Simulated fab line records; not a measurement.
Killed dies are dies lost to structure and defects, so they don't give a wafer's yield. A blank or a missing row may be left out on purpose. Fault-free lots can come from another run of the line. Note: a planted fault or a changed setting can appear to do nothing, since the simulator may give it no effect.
Problem report, 8D (eight disciplines) form, completed by code || flow berkeley_cmos170 || the parts of the form that need people (team, actions taken, sign-off) are left out

## 1. THE ISSUE
tilt_deg at UCB170_PVT_IMPLANT_07 reads a mean of 7.945 degrees on 6 wafers of 2 lots; wafers without a fault read 6.999 degrees with a standard deviation of 0.018. Measured from the usual mean, that is +53 standard deviations.
Earliest sighting: wafer L873.2 on implanter-01 at day 7 11:08. Wafers with a number at this step in the record: 42, from 14 lots. By rule, "out" or "out of limits" means more than 4 standard deviations away from the usual mean. All remaining wafers that have a number are taken as sound.

## 2. WHAT IT IS, WHAT IT ISN'T
{"question": "which readings at this step", "is": "tilt_deg", "is not": "end_station_pressure_torr"}
{"question": "which lots", "is": "L873, L875", "is not": "L864, L865, L867, L868, L869, L870, L872, L878, L880, L881, L885, L887"}
{"question": "which wafers of those lots", "is": "all that have a number", "is not": "-"}
{"question": "read on which tools", "is": "implanter-01", "is not": "implanter-02, implanter-04"}
{"question": "when", "is": "from day 7 11:08", "is not": "up to then (21 sound wafers); but 15 sound wafers of L878, L880, L881, L885, L887 came after"}

## 3. THE SUSPECTS, EACH WITH WHAT RULES IT OUT
Counting: a tool stays on the suspect list if, at a process step up to the reading, it processed all lots that are out and no sound lot following the first of them.
- implanter-01 at UCB170_PVT_IMPLANT_07: ruled out as a lasting fault. Sound lots L885, L887 ran on it after its first lot that is out, L873 (day 7 11:08).
Left after counting: nothing in the record.

## 4. THE CAUSE (what the simulator had put in)
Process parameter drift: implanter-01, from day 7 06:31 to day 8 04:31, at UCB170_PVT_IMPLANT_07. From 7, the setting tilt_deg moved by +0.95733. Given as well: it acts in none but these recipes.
Counting ruled it out, wrongly.

## 5. THE CHAIN OF EFFECTS, in route order
Each row: a reading where the mean over the struck wafers with a number is more than 3 standard deviations away from the usual. Readings are gone through only where the record gives a usual standard deviation; hours: the median, over the lots, of the time from a lot's start at the first step in this table giving one to that lot's start at this step; sigmas: the change measured in usual standard deviations.
{"hours": 0, "step": "UCB170_PVT_IMPLANT_07", "reading": "tilt_deg", "usual": "6.999 degrees", "on struck wafers": 7.945, "change": "+0.946", "sigmas": "+53"}
The process steps in it:
- UCB170_PVT_IMPLANT_07
Later steps that measure or inspect, where all struck wafers having a row at the step show a number for every such reading and not one has moved that far: UCB170_GATE_THK_MEAS_05.

## 6. WHAT WOULD HAVE CAUGHT IT SOONER
First out-of-limits reading in this record: day 7 11:08, which is 5 hours after fault onset at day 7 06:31.
